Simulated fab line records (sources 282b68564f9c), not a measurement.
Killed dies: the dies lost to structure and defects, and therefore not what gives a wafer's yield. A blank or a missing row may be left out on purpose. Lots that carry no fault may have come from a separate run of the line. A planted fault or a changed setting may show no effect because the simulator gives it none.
Struck lot and sound lot, side by side + flow rit cmos + 14 out of 202 route steps
Sound: the wafers L367.1, L367.5, L367.6. The struck wafers were L372.2, L372.5, L372.6. The cause is given at the end.
For every step that has rows: the tool of each side, followed by ch and its chambers, followed by its first start. Under that, the readings that differ: sound wafers + struck wafers + difference of the means + sigmas: that difference in standard deviations of wafers without a fault.
alike: words and numbers the same on both sides, and readings whose means are apart by under 2 such deviations; not compared: readings that were withheld, readings missing a value for some wafer, numbers with overlapping values and no deviation given by the record, and bounds like >300 which may hide the same value.
The two part at a step that has a row with sigmas, a row that says differs or no value, or rows on one side only. Numbers that have no deviation but don't overlap get no sigmas and don't part them. A reading missing from all wafers of one side parts the sides only when that side holds two or more wafers.

RIT_CONTACT_STRIP_12: strips in O2, time 180 s.
  sound on plasma asher-04 ch 0,1, day 5 18:34; struck on plasma asher-02 ch 0,1, day 6 18:43
| reading                     | sound       | struck      | difference | sigmas |
|-----------------------------|-------------|-------------|------------|--------|
| drypump motor current A (A) | 4.8 4.8 5.6 | 6.1 6.8 6.1 | +1.3       | +2     |
  alike: o2 flow sccm
  not compared: rf hours counter h
RIT_CONTACT_CD_MEAS_90: the cd target is 1000 nm.
  struck on cd sem-02, day 6 18:55; sound on cd sem-01, day 5 18:44
  alike: cd nm
then, 2 steps without rows for these wafers: RIT_CONTACT_CLEAN_13 (cleans in SC1, time 600 s); RIT_CONTACT_CLEAN_14 (cleans in SC2, time 600 s).
RIT_M1_SPUTTER_00: material Al, target thk 400 nm, time 500 s.
  struck on pvd sputter-04, day 6 19:45; sound on pvd sputter-02, day 5 19:13
  alike: throttle valve pct
RIT_M1_RS_MEAS_01: measurement is done with a four-point probe.
  struck on film metro-04, day 6 20:04; sound on film metro-02, day 5 19:31
  alike: M1_AL_RS
RIT_M1_THK_MEAS_02: measures by xrf.
  struck on film metro-04, day 6 20:10; sound on film metro-02, day 5 19:38
  alike: M1_AL_THK
then, 5 steps without rows for these wafers: RIT_M1_HMDS_03 (prime time 60 s); RIT_M1_COAT_04 (resist thk 1300 nm); RIT_M1_SOFTBAKE_05 (time 60 s); RIT_M1_EXPOSE_06 (exposes mask M12, target cd 2600 nm); RIT_M1_PEB_07.
RIT_M1_DEVELOP_08: develop time 68 s.
  struck on litho track-02, day 6 21:00; sound on litho track-02 ch 0, day 5 20:00
  no value came back on the struck wafers for chill plate temp C (C), develop time s (s); on the sound wafers chill plate temp C (C) reads 22.99 22.94 23.04
RIT_M1_CD_MEAS_09: the cd target is 2600 nm.
  struck on cd sem-01, day 6 21:15; sound on cd sem-01, day 5 20:35
| reading    | sound                | struck | difference                    | sigmas |
|------------|----------------------|--------|-------------------------------|--------|
| cd nm (nm) | 2601.9 2602.8 2604.0 | - - -  | no value on the struck wafers |        |

WHERE THEY PART
First at RIT_CONTACT_STRIP_12; last, within this record, at RIT_M1_CD_MEAS_09.

WHY: the cause the simulator had injected
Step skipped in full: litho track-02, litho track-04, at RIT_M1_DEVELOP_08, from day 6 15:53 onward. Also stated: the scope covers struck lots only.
